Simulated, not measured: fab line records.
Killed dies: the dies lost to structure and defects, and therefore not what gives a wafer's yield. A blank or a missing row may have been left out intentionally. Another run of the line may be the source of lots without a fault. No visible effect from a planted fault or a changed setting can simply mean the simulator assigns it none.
One fault seen from 2 desks    flow berkeleyCmos170    each desk holds nothing but its own numbers, with what lay behind them at the end

## FOR THE TOOL OWNER'S DESK: pecvd-04
The tool's own readings at UCB170_V1_CVD_00 (deposits SiO2 from TEOS/O2, target thk 2000 nm, time 250 s): means of the sampled wafers that have a number, for each lot that ran on this tool. A lot is out of limits, marked OUT, if its mean lies more than 4 standard deviations from the usual mean; the brackets give that distance.
Columns: A = heaterPowerW at UCB170_V1_CVD_00, usual 268 W
lot   first seen here  A
L880  day 7 20:59      276
L882  day 7 21:08      243
L885  day 8 10:10      268
L889  day 9 18:01      281
L892  day 10 00:37     252
L894  day 10 14:13     291
L893  day 10 14:22     263
This desk's finding: nothing out of limits on any of the 7 lots.

## THE METROLOGY DESK
Means of the sampled wafers that have a number, per lot and without regard to the tool the lot ran on: this is what the gauges read. A lot is out of limits, marked OUT, if its mean lies more than 4 standard deviations from the usual mean; the brackets give that distance.
Columns: A = V1_TEOS_THK at UCB170_V1_THK_MEAS_01, usual 2003 nm; B = V1_POLISHED_THK at UCB170_V1_THK_MEAS_04, usual 1000.8 nm
lot   first seen here  A               B
L880  day 7 21:08      1989            999.7
L879  day 7 21:11      1991            999.8
L882  day 7 21:18      1991            1001.5
L883  day 7 21:19      2026            1000.6
L884  day 8 10:20      2029            999.5
L885  day 8 10:20      2001            1000.6
L889  day 9 18:11      1547 (-18) OUT  557.3 (-99 or more) OUT
L892  day 10 00:46     1535 (-19) OUT  561.4 (-99 or more) OUT
L890  day 10 00:47     1992            1003.4
L894  day 10 14:22     1563 (-18) OUT  558.3 (-99 or more) OUT
L896  day 10 14:22     1999            1000.0
L895  day 10 14:22     2025            1001.3
L893  day 10 14:32     1561 (-18) OUT  560.0 (-99 or more) OUT
L897  day 11 12:47     1994            1001.7
L899  day 11 12:55     2012            1000.6
L902  day 11 13:05     2023            1001.3
This desk finds L889, L892, L893, L894 out of limits, with the earliest case on L889 at day 9 18:11 (V1_TEOS_THK at UCB170_V1_THK_MEAS_01). In limits: L880, L879, L882, L883, L884, L885, L890, L896, L895, L897, L899, L902.

## PUT TOGETHER
At day 9 18:11 the metrology desk could have sounded an alarm, on L889, L892, L893, L894.
The desk of the tool owner found nothing out of limits.
The tool owner's desk has L889, L892, L893, L894 on record, within its limits.
UCB170_V1_CVD_00 was run on pecvd-04 by each of the lots named.

## WHAT THE SIMULATOR PUT IN
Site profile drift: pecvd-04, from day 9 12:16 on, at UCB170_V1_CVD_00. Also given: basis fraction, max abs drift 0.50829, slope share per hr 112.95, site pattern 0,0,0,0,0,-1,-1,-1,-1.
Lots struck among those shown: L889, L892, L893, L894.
Time in hours between the start of the fault and the first out-of-limits reading at each desk: metrology desk, 6.
